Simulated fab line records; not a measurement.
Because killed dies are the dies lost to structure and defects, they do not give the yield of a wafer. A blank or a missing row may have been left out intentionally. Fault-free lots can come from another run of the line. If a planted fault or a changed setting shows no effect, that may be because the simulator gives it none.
Which of the tools did it? -- flow rit cmos -- 14 lots, 42 wafers sampled, at 4 steps of a route of 202

## WHAT THE GAUGES READ, wafer by wafer
RIT_FOX1_THK_MEAS_01.
lot,measured,on,FOX1_OXIDE_THK (nm)
L863,day 1 17:58,film metro-01,356 345 346
L864,day 1 22:44,film metro-03,351 358 353
L865,day 2 02:50,film metro-03,348 339 344
L866,day 2 08:36,film metro-01,348 343 349
L867,day 2 12:50,film metro-04,348 355 350
L868,day 2 18:02,film metro-04,353 351 348
L869,day 2 23:01,film metro-01,350 354 353
L870,day 3 03:58,film metro-01,350 348 345
L876,day 4 10:27,film metro-01,346 339 340
L877,day 4 14:50,film metro-04,201 199 201
L878,day 4 19:57,film metro-01,219 223 219
L879,day 5 01:00,film metro-04,351 345 343
L883,day 5 21:01,film metro-01,350 341 338
L884,day 6 03:25,film metro-03,345 347 344

RIT_WELLDRIVE_RS_MEAS_01: measurement is done with a four-point probe.
lot,measured,on,NWELL_RS (ohm/sq)
L863,day 2 05:07,film metro-03,274.7 275.5 275.7
L864,day 2 09:32,film metro-03,275.5 275.5 275.3
L865,day 2 13:53,film metro-03,274.6 275.2 274.7
L866,day 2 19:23,film metro-01,275.1 276.3 275.3
L867,day 3 00:31,film metro-03,276.6 277.3 277.1
L868,day 3 05:33,film metro-03,275.4 274.9 275.2
L869,day 3 10:40,film metro-03,275.3 275.1 275.5
L870,day 3 14:43,film metro-01,273.8 274.1 274.0
L876,day 4 22:14,film metro-01,274.7 275.7 275.0
L877,day 5 01:49,film metro-02,275.0 276.7 276.4
L878,day 5 07:01,film metro-02,275.9 275.6 275.8
L879,day 5 12:07,film metro-02,274.6 275.2 274.8
L883,day 6 08:18,film metro-03,275.7 277.4 275.7
L884,day 6 18:22,film metro-03,275.5 276.3 275.0

RIT_GATE_OVL_MEAS_17.
lot,measured,on,GATE_OVL (nm)
L863,day 2 13:05,overlay-02,-4.3 -2.4 -3.4
L864,day 2 17:31,overlay-02,-0.9 -0.8 0.9
L865,day 2 22:07,overlay-01,0.9 -0.2 0.7
L866,day 3 03:48,overlay-02,-0.4 0.2 0.4
L867,day 3 11:12,overlay-02,-1.8 -2.6 -2.7
L868,day 3 13:50,overlay-01,0.0 0.5 -0.5
L869,day 3 20:53,overlay-01,0.8 -0.7 -1.2
L870,day 4 01:42,overlay-01,-1.2 0.2 -0.1
L876,day 5 06:30,overlay-02,-1.8 -0.7 -1.7
L877,day 5 10:19,overlay-02,0.5 -0.9 -0.2
L878,day 5 16:01,overlay-01,-0.3 0.6 0.2
L879,day 5 20:40,overlay-01,-2.0 0.2 0.2
L883,day 6 17:04,overlay-02,-0.3 0.4 0.1
L884,day 7 03:41,overlay-01,0.9 1.6 0.7

## WHAT TOOL EACH LOT RAN ON (gives the tool, then ch and the chambers of the sampled wafers, and finally the start)
lot,RIT_FOX1_OXIDATION_00
L863,"furnace-01 ch 0, day 1 16:39"
L864,"furnace-03 ch 0, day 1 21:24"
L865,"furnace-02 ch 0, day 2 01:31"
L866,"furnace-03 ch 0, day 2 07:17"
L867,"furnace-01 ch 0, day 2 11:30"
L868,"furnace-03 ch 0, day 2 16:43"
L869,"furnace-03 ch 0, day 2 21:40"
L870,"furnace-02 ch 0, day 3 02:39"
L876,"furnace-03 ch 0, day 4 09:08"
L877,"furnace-02 ch 0, day 4 13:31"
L878,"furnace-02 ch 0, day 4 18:38"
L879,"furnace-01 ch 0, day 4 23:40"
L883,"furnace-01 ch 0, day 5 19:41"
L884,"furnace-01 ch 0, day 6 02:07"
- RIT_FOX1_OXIDATION_00: target thk 350.7 nm, ox time 1130 s.

## WHAT THE TOOLS THEMSELVES READ (means of the sampled wafers that have a number; where no wafer has one, the mark that the record gives instead)
The record holds no such reading with a usual standard deviation.

## THE ANSWER, worked out from the rows above alone
Rule: what is usual is taken from the lots themselves. The widest of any qualifying gaps counts: lots, ordered by their means at a reading, are off when they make up no more than a third of the lots, leave a main group of 4 or more, and stand apart from it by 3 or more times the standard deviation of that group's means. A main group whose means are all the same, to the digits that the tables above print for the reading, isn't used. Also off: a lot with no number at a reading for which 4 or more lots have one. All remaining lots with rows at the step are treated as sound. After the gauges, taken in route order, come the tools' own readings; for these a lot's mean is taken, as printed above. The first step at which some lot is off is used, and at that step the reading that is off furthest; a lot without a number counts as furthest.
Off: at RIT_FOX1_THK_MEAS_01 (FOX1_OXIDE_THK), L877, L878. The main group: mean 348 nm, standard deviation 3.7.
If a tool, at a process step before that reading, ran all the lots that are off and no sound lot after the first of them, it fits. Gauges at RIT_FOX1_THK_MEAS_01: tried the same way as those tools. One candidate fits, namely furnace-02 at RIT_FOX1_OXIDATION_00. A fault onset in the window from L870 (day 3 02:39, its last sound lot) to L877 (day 4 13:31, its first lot off) fits.

## WHAT THE SIMULATOR HAD INSERTED
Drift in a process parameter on furnace-02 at RIT_FOX1_OXIDATION_00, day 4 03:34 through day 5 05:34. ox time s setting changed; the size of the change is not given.
Lots struck among those shown: L877, L878. The rule given above showed the same thing.
